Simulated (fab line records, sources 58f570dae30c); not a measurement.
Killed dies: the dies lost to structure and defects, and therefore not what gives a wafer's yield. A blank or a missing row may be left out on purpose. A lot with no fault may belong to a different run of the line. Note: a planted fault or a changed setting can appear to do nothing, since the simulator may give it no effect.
Which tool was responsible? ; flow berkeleyCmos170 ; 39 wafers from 13 lots sampled at 3 of the route's 331 steps

== WHAT EACH GAUGE READ, for each wafer ==
UCB170_V1_THK_MEAS_04. Usual: V1_POLISHED_THK typically reads 1000.4 nm, with standard deviation 1.2.
lot;measured;on;V1_POLISHED_THK (nm);flag
L737;day 8 08:05;filmMetro-01;1000.8 1000.5 999.3;
L739;day 8 21:18;filmMetro-02;999.6 1002.7 1001.1;
L738;day 8 22:35;filmMetro-04;999.8 1002.7 999.4;
L742;day 9 05:16;filmMetro-02;999.5 1002.3 1001.3;
L740;day 9 06:35;filmMetro-04;999.8 1002.6 1001.2;
L741;day 9 08:42;filmMetro-01;1001.1 998.8 1000.6;
L744;day 10 07:47;filmMetro-04;1001.0 1000.4 1001.9;
L751;day 11 01:25;filmMetro-04;999.4 1001.2 998.5;
L748;day 11 05:54;filmMetro-02;1002.1 1001.5 1001.0;
L746;day 11 07:05;filmMetro-04;1000.6 999.8 998.9;
L756;day 12 09:33;filmMetro-02;1000.1 999.6 999.2;
L760;day 13 02:25;filmMetro-02;1001.5 1000.4 999.5;
L759;day 13 03:46;filmMetro-01;1001.5 1003.6 1001.4;

== EACH LOT AND THE TOOL THAT RAN IT (in order: tool; ch and the chambers of the sampled wafers; start) ==
lot;UCB170_CONTACT_ETCH_17;UCB170_CONTACT_ETCH_18
L737;rieDiel-02 ch 1,2,3, day 8 02:10;rieDiel-02 ch 1,2,3, day 8 08:05 or earlier
L739;rieDiel-04 ch 0,1,2, day 8 16:39;rieDiel-04 ch 0,1,2, day 8 21:18 or earlier
L738;rieDiel-01 ch 0,1,3, day 8 17:29;rieDiel-01 ch 0,1,3, day 8 22:35 or earlier
L742;rieDiel-04 ch 0,1,3, day 9 01:04;rieDiel-04 ch 0,1, day 9 05:16 or earlier
L740;rieDiel-02 ch 2,3, day 9 01:28;rieDiel-02 ch 2,3, day 9 06:35 or earlier
L741;rieDiel-02 ch 1,2,3, day 9 03:10;rieDiel-02 ch 1,2,3, day 9 08:42 or earlier
L744;rieDiel-04 ch 1,2,3, day 10 03:20;rieDiel-04 ch 1,2,3, day 10 07:47 or earlier
L751;rieDiel-01 ch 1,2, day 10 21:13;rieDiel-01 ch 1,2, day 11 01:25 or earlier
L748;rieDiel-01 ch 0,1,2, day 11 00:09;rieDiel-01 ch 0,1,2, day 11 05:54 or earlier
L746;rieDiel-04 ch 0,3, day 11 00:45;rieDiel-04 ch 0,3, day 11 07:05 or earlier
L756;rieDiel-02 ch 0,1,3, day 12 05:11;rieDiel-02 ch 0,1,3, day 12 09:33 or earlier
L760;rieDiel-02 ch 0,3, day 12 21:52;rieDiel-02 ch 0,3, day 13 02:25 or earlier
L759;rieDiel-04 ch 0,1,2, day 12 22:19;rieDiel-04 ch 0,1,2, day 13 03:46 or earlier
- UCB170_CONTACT_ETCH_17: etches BARC in N2/H2.
- UCB170_CONTACT_ETCH_18: etches PSG in CHF3/CF4/Ar, stops on TiSi2, target depth 840 nm, time 195 s.

== WHAT THE TOOLS THEMSELVES READ (means of the sampled wafers that have a number; where no wafer has one, the mark that the record gives instead) ==
UCB170_CONTACT_ETCH_17. Usual: drypumpMotorCurrentA 5.6 A, standard deviation 0.45; oesProductAu 1.005 a.u., standard deviation 0.013; throttleValvePct 13.28 %, standard deviation 0.25.
lot;tool;drypumpMotorCurrentA (A);oesProductAu (a.u.);throttleValvePct (%);flag
L737;rieDiel-02;5.9;1.017;13.29;
L739;rieDiel-04;5.9;0.998;13.28;
L738;rieDiel-01;5.4;1.007;13.24;
L742;rieDiel-04;5.6;0.996;13.22;
L740;rieDiel-02;5.8;1.005;13.24;
L741;rieDiel-02;5.9;1.018;13.29;
L744;rieDiel-04;6.0;0.992;13.46;
L751;rieDiel-01;5.4;1.000;13.22;
L748;rieDiel-01;5.4;0.995;13.20;
L746;rieDiel-04;5.6;0.995;13.33;
L756;rieDiel-02;5.4;1.014;13.23;
L760;rieDiel-02;5.1;1.012;13.11;
L759;rieDiel-04;5.8;1.011;13.28;

UCB170_CONTACT_ETCH_18. Usual: drypumpMotorCurrentA 5.6 A, standard deviation 0.45; oesProductAu 0.898 a.u., standard deviation 0.0096; throttleValvePct 6.91 %, standard deviation 0.17.
lot;tool;drypumpMotorCurrentA (A);oesProductAu (a.u.);throttleValvePct (%);flag
L737;rieDiel-02;5.8;0.907;6.94;
L739;rieDiel-04;5.8;0.902;6.91;
L738;rieDiel-01;5.4;0.888;6.89;
L742;rieDiel-04;5.5;0.912;6.73;
L740;rieDiel-02;5.8;0.892;6.90;
L741;rieDiel-02;5.9;0.898;6.92;
L744;rieDiel-04;6.0;0.900;7.05;
L751;rieDiel-01;5.4;0.900;6.82;
L748;rieDiel-01;5.5;0.899;6.83;
L746;rieDiel-04;5.6;0.908;6.96;
L756;rieDiel-02;5.4;0.909;6.87;
L760;rieDiel-02;5.1;0.896;6.78;
L759;rieDiel-04;5.9;0.895;6.91;

== THE ANSWER, worked out from the rows above alone ==
Rule: a lot counts as off when the mean over its wafers that have a number is more than 3 standard deviations away from the usual mean. Also off: a lot with no number at a reading for which 4 or more lots have one. Any other lot the step has rows for is counted as sound. After the gauges, taken in route order, come the tools' own readings; for these a lot's mean is taken, as printed above. The first step at which some lot is off is used, and at that step the reading that is off furthest; a lot without a number counts as furthest.
No lot is off on any of the readings shown, so nothing can be concluded from this.

== WHAT THE SIMULATOR HAD PUT IN ==
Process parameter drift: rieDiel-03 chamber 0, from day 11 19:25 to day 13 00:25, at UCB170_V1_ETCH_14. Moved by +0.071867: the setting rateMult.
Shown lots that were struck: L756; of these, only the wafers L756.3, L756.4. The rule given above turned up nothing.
